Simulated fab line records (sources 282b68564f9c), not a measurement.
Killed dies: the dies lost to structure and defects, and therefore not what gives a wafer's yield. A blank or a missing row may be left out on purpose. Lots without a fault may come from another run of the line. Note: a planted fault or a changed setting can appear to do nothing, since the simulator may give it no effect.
What tool caused it? / flow ritCmos / 39 wafers from 13 lots sampled at 2 of the route's 202 steps

## WHAT THE GAUGES SHOWED, per wafer
RIT_GATE_CD_MEAS_16: target cd 150 nm.
lot=L172; measured=day 2 15:07; on=cdSem-02; cdNm (nm)=151.6 152.2 151.2
lot=L173; measured=day 2 22:21; on=cdSem-02; cdNm (nm)=146.3 147.5 147.0
lot=L174; measured=day 3 04:08; on=cdSem-01; cdNm (nm)=148.0 150.2 148.6
lot=L175; measured=day 3 07:38; on=cdSem-01; cdNm (nm)=152.2 149.6 149.5
lot=L177; measured=day 3 18:14; on=cdSem-01; cdNm (nm)=149.4 145.3 146.7
lot=L178; measured=day 3 23:14; on=cdSem-01; cdNm (nm)=148.6 148.4 145.3
lot=L180; measured=day 4 12:09; on=cdSem-01; cdNm (nm)=145.9 147.8 147.7
lot=L182; measured=day 4 20:34; on=cdSem-02; cdNm (nm)=129.0 129.7 130.1
lot=L183; measured=day 5 03:01; on=cdSem-02; cdNm (nm)=147.8 149.3 147.8
lot=L185; measured=day 5 10:41; on=cdSem-02; cdNm (nm)=153.7 152.7 153.7
lot=L192; measured=day 6 21:51; on=cdSem-02; cdNm (nm)=148.6 149.8 148.9
lot=L193; measured=day 6 23:08; on=cdSem-01; cdNm (nm)=146.3 147.3 149.1
lot=L195; measured=day 7 12:05; on=cdSem-01; cdNm (nm)=148.2 147.3 147.1

## WHICH TOOL RAN EACH LOT (tool, then ch and the chambers of the sampled wafers, then the start)
lot=L172; RIT_GATE_EXPOSE_13=ilineStepper-01 ch 0, day 2 14:43
lot=L173; RIT_GATE_EXPOSE_13=ilineStepper-02 ch 0, day 2 21:57
lot=L174; RIT_GATE_EXPOSE_13=ilineStepper-02 ch 0, day 3 03:42
lot=L175; RIT_GATE_EXPOSE_13=ilineStepper-01 ch 0, day 3 07:14
lot=L177; RIT_GATE_EXPOSE_13=ilineStepper-01 ch 0, day 3 17:50
lot=L178; RIT_GATE_EXPOSE_13=ilineStepper-01 ch 0, day 3 22:50
lot=L180; RIT_GATE_EXPOSE_13=ilineStepper-02 ch 0, day 4 11:43
lot=L182; RIT_GATE_EXPOSE_13=ilineStepper-01 ch 0, day 4 20:10
lot=L183; RIT_GATE_EXPOSE_13=ilineStepper-01 ch 0, day 5 02:37
lot=L185; RIT_GATE_EXPOSE_13=ilineStepper-01 ch 0, day 5 10:17
lot=L192; RIT_GATE_EXPOSE_13=ilineStepper-02 ch 0, day 6 21:27
lot=L193; RIT_GATE_EXPOSE_13=ilineStepper-02 ch 0, day 6 22:44
lot=L195; RIT_GATE_EXPOSE_13=ilineStepper-02 ch 0, day 7 11:41
- RIT_GATE_EXPOSE_13: exposes mask M6, target cd 150 nm.

## WHAT THE TOOLS THEMSELVES READ (means of the sampled wafers that have a number; where no wafer has one, the mark that the record gives instead)
The record holds no such reading with a usual standard deviation.

## THE ANSWER, worked out from the rows above alone
Rule: the usual values come from the lots themselves. Put in order of their means at a reading, lots are off if they are a third of the lots or fewer, leave a main group of 4 or more, and stand apart from it by a gap of 3 or more times the standard deviation of the main group's means; of several such gaps the widest counts. If all means in a main group match to the digits the tables above print for the reading, that group is not used. Also off: a lot with no number at a reading for which 4 or more lots have one. Where the step has rows for the other lots, those lots are counted as sound. After the gauges, taken in route order, come the tools' own readings; for these a lot's mean is taken, as printed above. At the first step where some lot is off, the reading lying furthest off is the one used; lots without a number count as furthest.
Off, at RIT_GATE_CD_MEAS_16 on cdNm: L182. The main group has a mean of 148.8 nm with a standard deviation of 2.
A tool fits if, at a process step before that reading, it ran every lot that is off, and no sound lot after the first of them. The gauges at RIT_GATE_CD_MEAS_16 are tried like those tools. No candidate that was tried fits.

## WHAT THE SIMULATOR PUT IN
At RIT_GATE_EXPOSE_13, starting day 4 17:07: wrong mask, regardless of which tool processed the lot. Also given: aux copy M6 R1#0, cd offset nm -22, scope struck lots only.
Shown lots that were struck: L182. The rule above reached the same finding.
